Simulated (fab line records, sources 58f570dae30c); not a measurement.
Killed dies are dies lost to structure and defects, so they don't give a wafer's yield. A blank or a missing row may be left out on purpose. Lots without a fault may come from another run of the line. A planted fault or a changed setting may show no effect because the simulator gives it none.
Chamber matching | flow berkeley_cmos170 | UCB170_V1_CMP_02 on cmp-01: 4 sister chambers
The step polishes SiO2. 8 wafers are shown with their chamber, then 9 later ones without.

WAFERS WITH THEIR CHAMBER
wafer  | chamber | motor_current_A (A)
L453.3 | 2       | 15.7
L453.6 | 2       | 15.0
L454.6 | 3       | 13.3
L455.5 | 1       | 15.7
L455.6 | 0       | 16.1
L463.1 | 1       | 15.4
L463.2 | 0       | 15.5
L463.5 | 3       | 14.0

WAFERS WITHOUT THEIR CHAMBER
wafer  | motor_current_A (A)
L466.2 | 15.3
L466.5 | 13.4
L466.6 | 14.7
L467.3 | 13.6
L467.5 | 13.1
L467.6 | 14.9
L468.2 | 14.6
L468.3 | 15.4
L468.6 | 14.0

WHICH CHAMBER EACH WENT THROUGH
wafer  | from the rows above               | in truth
L466.2 | can't be placed: 2 or 1 or 0      | 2
L466.5 | 3                                 | 3
L466.6 | can't be placed: 2 or 1 or 3 or 0 | 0
L467.3 | 3                                 | 3
L467.5 | 3                                 | 3
L467.6 | can't be placed: 2 or 1 or 0 or 3 | 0
L468.2 | can't be placed: 2 or 3 or 1 or 0 | 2
L468.3 | can't be placed: 2 or 1 or 0      | 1
L468.6 | 3                                 | 3
Placed correctly: 4 of 9. Can't be placed from these rows: 5 (the true chamber is among the candidates in 5). Placed wrongly: 0.
How it was worked out, from the rows above alone: a wafer's distance from a chamber is the root of the sum, over the readings, of the square of ((its reading less the chamber's mean) divided by the reading's scatter). The wafer belongs to the nearest chamber; if the next one is less than 2 further off, it can't be placed. A chamber's mean is the mean of its shown wafers. The scatter: the root of (the sum of the squares of (reading less its chamber's mean) over the shown wafers, divided by (wafers less chambers)).
